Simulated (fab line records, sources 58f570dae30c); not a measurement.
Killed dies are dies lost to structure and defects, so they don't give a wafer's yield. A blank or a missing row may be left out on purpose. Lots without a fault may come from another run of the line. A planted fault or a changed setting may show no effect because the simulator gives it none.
Problem report in the 8D (eight disciplines) form, filled by code | flow berkeley_cmos170 | the parts of the form that need people (team, actions taken, sign-off) are left out

1. THE PROBLEM
NWELL_NITRIDE_THK at UCB170_NWELL_THK_MEAS_05 reads a mean of 255.0 nm on 6 wafers of 2 lots; wafers without a fault read 224.4 nm with a standard deviation of 1.9. That is +16 standard deviations from the usual mean.
First seen on wafer L518.2, day 5 22:35, on film_metro-03. The record holds 42 wafers of 14 lots with a number at this step. Rule for "out", or "out of limits": more than 4 standard deviations from the usual mean. The other wafers with a number count as sound.

2. WHAT IT IS AND WHAT IT IS NOT
question                    | is                           | is not
which readings at this step | NWELL_NITRIDE_THK            | -
which lots                  | L518, L519                   | L500, L501, L502, L503, L504, L505, L506, L507, L508, L511, L516, L522
which wafers of those lots  | all that have a number       | -
read on which gauges        | film_metro-03, film_metro-04 | film_metro-02
when                        | from day 5 22:35             | up to then (33 sound wafers); but 3 sound wafers of L522 came after

3. SUSPECTS, AND WHAT RULES EACH OUT
Counting: a tool at a process step up to the reading stays a suspect if it ran every lot that is out and no sound lot after the first of them.
- the gauge at UCB170_NWELL_THK_MEAS_05: ruled out. The wafers that are out were read on 2 gauges (film_metro-03, film_metro-04).
- lpcvd-01 at UCB170_NWELL_CVD_04 (deposits Si3N4 from SiH2Cl2/NH3, target thk 224 nm, time 3360 s): kept. It ran every lot that is out, first L518 (day 5 20:38), and no sound lot after that; its last sound lot up to then is L516 (day 5 09:17). Its own readings are out on those wafers: sih2cl2_flow_sccm.
Left after counting: lpcvd-01 at UCB170_NWELL_CVD_04.

4. THE CAUSE (what the simulator had put in)
Process parameter drift: lpcvd-01, from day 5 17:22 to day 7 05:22, at UCB170_NWELL_CVD_04. Setting sih2cl2_flow_sccm, moved by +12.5, from 25. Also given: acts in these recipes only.
Counting left only this tool.

5. THE CHAIN OF EFFECTS, in route order
Each row: a reading whose mean over the struck wafers that have a number lies more than 3 standard deviations from the usual. Only readings for which the record gives a usual standard deviation are gone through. hours: the time from each lot's start at the first step in this table that gives one to its start at this step, as a median over the lots. sigmas: the change in usual standard deviations.
hours | step                     | reading           | usual      | on struck wafers | change | sigmas
0     | UCB170_NWELL_CVD_04      | sih2cl2_flow_sccm | 25.00 sccm | 37.54            | +12.54 | +99 or more
2     | UCB170_NWELL_THK_MEAS_05 | NWELL_NITRIDE_THK | 224.4 nm   | 255.0            | +30.6  | +16
3     | UCB170_NWELL_ETCH_13     | oes_product_au    | 0.939 a.u. | 0.999            | +0.060 | +4.6
The process steps in it:
- UCB170_NWELL_CVD_04: deposits Si3N4 from SiH2Cl2/NH3, target thk 224 nm, time 3360 s.
- UCB170_NWELL_ETCH_13: etches Si3N4 in CH3F/Ar/O2, stops on SiO2, target depth 246.4 nm, time 154 s.

6. WHAT WOULD HAVE CAUGHT IT SOONER
In this record the first reading out of limits at a measuring or inspecting step was taken at day 5 22:35, 5 hours after the fault began at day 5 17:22.
The tool's own readings at UCB170_NWELL_CVD_04 were out on every struck wafer that the step has a row for (sih2cl2_flow_sccm): an alarm limit on them would have fired on the first of those.
Of the lots that are out (2), L519 began UCB170_NWELL_CVD_04 on lpcvd-01 after day 5 22:35. A hold on the tool at that time would have spared it.
